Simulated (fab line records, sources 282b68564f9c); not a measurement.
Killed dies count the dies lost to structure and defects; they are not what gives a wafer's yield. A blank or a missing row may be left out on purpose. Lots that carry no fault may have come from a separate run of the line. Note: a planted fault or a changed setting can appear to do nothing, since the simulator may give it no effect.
A lot that was struck, set against a sound lot    flow ritCmos    20 steps out of a route of 202
Sound: the wafers L701.2, L701.3, L701.5. Wafers L712.2, L712.4, L712.6 were the ones struck. The cause is given at the end.
Order at every step that has rows: each side's tool, ch and its chambers, its first start. Under that, the readings that differ: sound wafers    struck wafers    difference of the means    sigmas: that difference in standard deviations of wafers without a fault.
alike: readings whose means differ by less than 2 such deviations, and words and numbers that are the same on both sides. not compared: withheld readings, readings that some wafer has no value for, bounds like >300 that may hide the same value, and numbers for which the record gives no deviation and whose values overlap.
A row with sigmas, a row that says differs or no value, or rows on one side alone: a step with any of these is where the two part. Non-overlapping numbers with no deviation appear without sigmas and do not part them. A reading missing from all wafers of one side parts the sides only when that side holds two or more wafers.

first, 2 steps without rows for these wafers: RIT_NWELL_HARDBAKE_07 (time 120 s); RIT_NWELL_IMPLANT_08.
RIT_NWELL_STRIP_09: strips in O2, time 180 s.
  sound on plasmaAsher-01 ch 0,1, day 1 22:22; struck on plasmaAsher-03 ch 0,1, day 4 06:25
  alike: drypumpMotorCurrentA
  not compared: rfHoursCounterH
RIT_NWELL_TW_MEAS_10:
  sound: filmMetro-04 at day 1 22:34; struck: filmMetro-04 at day 4 06:35
  alike: NWELL_TW
then, 6 steps without rows for these wafers: RIT_PWELL_HMDS_00 (prime time 60 s); RIT_PWELL_COAT_01 (resist thk 1300 nm); RIT_PWELL_SOFTBAKE_02 (time 60 s); RIT_PWELL_EXPOSE_03 (exposes mask M3, target cd 43700 nm); RIT_PWELL_PEB_04; RIT_PWELL_DEVELOP_05 (develop time 68 s).
RIT_PWELL_OVL_MEAS_06:
  sound: overlay-01 at day 1 23:37; struck: overlay-02 at day 4 07:39
  alike: PWELL_OVL
then, 1 step without rows for these wafers: RIT_PWELL_HARDBAKE_07 (time 120 s).
RIT_PWELL_IMPLANT_08:
  sound on implanter-03 ch 0, day 1 23:55; struck on implanter-03 ch 0, day 4 07:58
reading           sound                         struck                         difference  sigmas
doseIonsCm2       7.001e+13 7.01e+13 6.999e+13  9.105e+13 9.106e+13 9.094e+13  +2.098e+13  +99 or more
faradayCurrentUA  226 222 220                   285 293 289                    +66         +16
RIT_PWELL_STRIP_09: strips in O2, time 180 s.
  sound on plasmaAsher-01 ch 0,1, day 2 00:03; struck on plasmaAsher-01 ch 0, day 4 08:05
  alike: drypumpMotorCurrentA
  not compared: rfHoursCounterH
RIT_PWELL_TW_MEAS_10:
  sound: filmMetro-01 at day 2 00:14; struck: filmMetro-04 at day 4 08:16
reading   sound        struck          difference  sigmas
PWELL_TW  930 932 931  1036 1042 1043  +109        +11
then, 1 step without rows for these wafers: RIT_WELLDRIVE_ANNEAL_00 (time 14700 s).
RIT_WELLDRIVE_RS_MEAS_01: measures by four-point-probe.
  sound: filmMetro-01 at day 2 06:23; struck: filmMetro-04 at day 4 14:20
reading            sound              struck             difference  sigmas
NWELL_RS (ohm/sq)  274.3 275.2 273.9  275.9 277.0 275.9  +1.8        +2
RIT_WELLDRIVE_RS_MEAS_02: measures by four-point-probe.
  sound: filmMetro-01 at day 2 06:31; struck: filmMetro-04 at day 4 14:28
reading            sound              struck             difference  sigmas
PWELL_RS (ohm/sq)  428.6 428.7 428.5  365.0 364.6 363.9  -64.1       -49
then, 1 step without rows for these wafers: RIT_NRETRO_HMDS_00 (prime time 60 s).
RIT_M1_PROBE_99:
  sound: prober-01 at day 3 12:52; struck: prober-01 at day 5 21:42
reading                           sound              struck             difference  sigmas
killedShort                       8 5 3              1 2 1              -4          -2
model.etest.nmos_0p3.rOnOhmUm     2077 2069 2030     2240 2239 2222     +175        
model.etest.nmos_0p15.rOnOhmUm    1081 1061 1056     1128 1136 1127     +64         
model.etest.pwellPinched.rsOhmSq  446 451.2 454.1    370.9 371.7 375.1  -77.9       
model.etest.pwell.rsOhmSq         414.3 411.9 418.1  339.8 341.3 341    -74.1       
model.etest.nmosTurned.driveUaUm  337.3 351.6 342.7  294.6 280.4 288.1  -56.2       
model.etest.nmos_0p15.driveUaUm   486.6 498.3 501.9  434.7 445.3 448.8  -52.7       
model.etest.nmosNarrow.driveUaUm  235.1 236.8 238.6  207.5 213.4 209    -26.9       
model.etest.nmos_0p3.driveUaUm    238.5 237.3 242.2  204.4 210.4 208.7  -31.5       
  alike: killedAtContacts, killedAtFrontEnd, killedDies, killedOpen

WHERE THEY PART
At RIT_PWELL_IMPLANT_08 first; at RIT_M1_PROBE_99 last (within this record only).

WHY: what had been put in by the simulator
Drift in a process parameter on implanter-03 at RIT_PWELL_IMPLANT_08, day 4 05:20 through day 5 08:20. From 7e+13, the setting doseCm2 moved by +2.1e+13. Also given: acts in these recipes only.
